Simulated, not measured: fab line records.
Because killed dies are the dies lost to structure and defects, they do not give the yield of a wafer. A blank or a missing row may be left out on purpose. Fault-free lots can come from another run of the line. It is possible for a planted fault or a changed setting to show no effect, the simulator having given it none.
Which tool was responsible? || flow berkeley-cmos170 || 13 lots, 39 wafers sampled, at 2 steps of a route of 331

## WHAT EACH GAUGE READ, for each wafer
UCB170_V1_THK_MEAS_04.
{"lot": "L439", "measured": "day 8 23:04", "on": "film-metro-04", "V1_POLISHED_THK (nm)": "999.9 998.8 997.8"}
{"lot": "L441", "measured": "day 9 04:06", "on": "film-metro-01", "V1_POLISHED_THK (nm)": "999.4 999.9 998.4"}
{"lot": "L442", "measured": "day 9 11:33", "on": "film-metro-01", "V1_POLISHED_THK (nm)": "998.4 997.4 999.4"}
{"lot": "L445", "measured": "day 9 14:15", "on": "film-metro-04", "V1_POLISHED_THK (nm)": "1000.2 999.4 1000.7"}
{"lot": "L447", "measured": "day 10 03:55", "on": "film-metro-01", "V1_POLISHED_THK (nm)": "997.3 999.5 998.1"}
{"lot": "L448", "measured": "day 10 05:14", "on": "film-metro-03", "V1_POLISHED_THK (nm)": "1000.6 998.6 998.7"}
{"lot": "L449", "measured": "day 10 12:44", "on": "film-metro-01", "V1_POLISHED_THK (nm)": "951.8 951.7 1001.8 952.1 950.5 1000.3"}
{"lot": "L453", "measured": "day 11 11:14", "on": "film-metro-01", "V1_POLISHED_THK (nm)": "999.4 1001.8 999.6"}
{"lot": "L459", "measured": "day 12 05:17", "on": "film-metro-04", "V1_POLISHED_THK (nm)": "998.5 1000.9 997.9"}
{"lot": "L457", "measured": "day 12 06:38", "on": "film-metro-04", "V1_POLISHED_THK (nm)": "1001.9 1000.8 999.8"}
{"lot": "L458", "measured": "day 12 06:56", "on": "film-metro-04", "V1_POLISHED_THK (nm)": "999.6 1000.1 999.2"}
{"lot": "L462", "measured": "day 13 12:56", "on": "film-metro-01", "V1_POLISHED_THK (nm)": "1001.7 1001.1 1001.6"}
{"lot": "L461", "measured": "day 13 14:32", "on": "film-metro-01", "V1_POLISHED_THK (nm)": "1002.3 998.9 1001.0"}

## WHICH TOOL RAN EACH LOT (tool, then ch and the chambers of the sampled wafers, then the start)
{"lot": "L439", "UCB170_V1_CVD_00": "pecvd-02 ch 0,2, day 8 22:26"}
{"lot": "L441", "UCB170_V1_CVD_00": "pecvd-03 ch 0,1,2, day 9 03:28"}
{"lot": "L442", "UCB170_V1_CVD_00": "pecvd-02 ch 0,1,2, day 9 10:58"}
{"lot": "L445", "UCB170_V1_CVD_00": "pecvd-02 ch 0,1,2, day 9 13:33"}
{"lot": "L447", "UCB170_V1_CVD_00": "pecvd-04 ch 0,1, day 10 03:16"}
{"lot": "L448", "UCB170_V1_CVD_00": "pecvd-02 ch 0,2, day 10 04:37"}
{"lot": "L449", "UCB170_V1_CVD_00": "pecvd-04 ch 0,2, day 10 12:06"}
{"lot": "L453", "UCB170_V1_CVD_00": "pecvd-02 ch 1,2, day 11 10:36"}
{"lot": "L459", "UCB170_V1_CVD_00": "pecvd-03 ch 0,2, day 12 04:39"}
{"lot": "L457", "UCB170_V1_CVD_00": "pecvd-03 ch 0,2, day 12 05:59"}
{"lot": "L458", "UCB170_V1_CVD_00": "pecvd-02 ch 0, day 12 05:59"}
{"lot": "L462", "UCB170_V1_CVD_00": "pecvd-03 ch 0,1,2, day 13 12:16"}
{"lot": "L461", "UCB170_V1_CVD_00": "pecvd-02 ch 0,2, day 13 13:46"}
- UCB170_V1_CVD_00: deposits SiO2 from TEOS/O2, target thk 2000 nm, time 250 s.

## WHAT THE TOOLS THEMSELVES READ (means of the sampled wafers that have a number; where no wafer has one, the mark that the record gives instead)
UCB170_V1_CVD_00.
{"lot": "L439", "tool": "pecvd-02", "heater-power-w (W)": 233}
{"lot": "L441", "tool": "pecvd-03", "heater-power-w (W)": 224}
{"lot": "L442", "tool": "pecvd-02", "heater-power-w (W)": 209}
{"lot": "L445", "tool": "pecvd-02", "heater-power-w (W)": 207}
{"lot": "L447", "tool": "pecvd-04", "heater-power-w (W)": 351}
{"lot": "L448", "tool": "pecvd-02", "heater-power-w (W)": 211}
{"lot": "L449", "tool": "pecvd-04", "heater-power-w (W)": 310}
{"lot": "L453", "tool": "pecvd-02", "heater-power-w (W)": 251}
{"lot": "L459", "tool": "pecvd-03", "heater-power-w (W)": 246}
{"lot": "L457", "tool": "pecvd-03", "heater-power-w (W)": 249}
{"lot": "L458", "tool": "pecvd-02", "heater-power-w (W)": 147}
{"lot": "L462", "tool": "pecvd-03", "heater-power-w (W)": 261}
{"lot": "L461", "tool": "pecvd-02", "heater-power-w (W)": 183}

## THE ANSWER, worked out from the rows above alone
Rule: the lots themselves supply what counts as usual. The widest of any qualifying gaps counts: lots, ordered by their means at a reading, are off when they make up no more than a third of the lots, leave a main group of 4 or more, and stand apart from it by 3 or more times the standard deviation of that group's means. A main group is skipped when, at the precision printed for the reading in the tables above, its means are all equal. A lot without any number at a reading at which 4 lots or more have one is off too. Where the step has rows for the other lots, those lots are counted as sound. After the gauges, taken in route order, come the tools' own readings; for these a lot's mean is taken, as printed above. At the first step where some lot is off, the reading lying furthest off is the one used; lots without a number count as furthest.
Off: L449, seen at UCB170_V1_THK_MEAS_04 (V1_POLISHED_THK). Main group: mean 999.7 nm, sd 0.96.
A tool fits if, at a process step before that reading, it ran every lot that is off, and no sound lot after the first of them. Gauges at UCB170_V1_THK_MEAS_04: tried the same way as those tools. One candidate fits, namely pecvd-04 at UCB170_V1_CVD_00. A fault onset in the window from L447 (day 10 03:16, its last sound lot) to L449 (day 10 12:06, its first lot off) fits.

## WHAT WAS PUT IN BY THE SIMULATOR
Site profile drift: pecvd-04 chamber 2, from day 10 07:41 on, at UCB170_V1_CVD_00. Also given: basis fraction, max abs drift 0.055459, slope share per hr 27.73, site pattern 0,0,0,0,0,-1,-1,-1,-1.
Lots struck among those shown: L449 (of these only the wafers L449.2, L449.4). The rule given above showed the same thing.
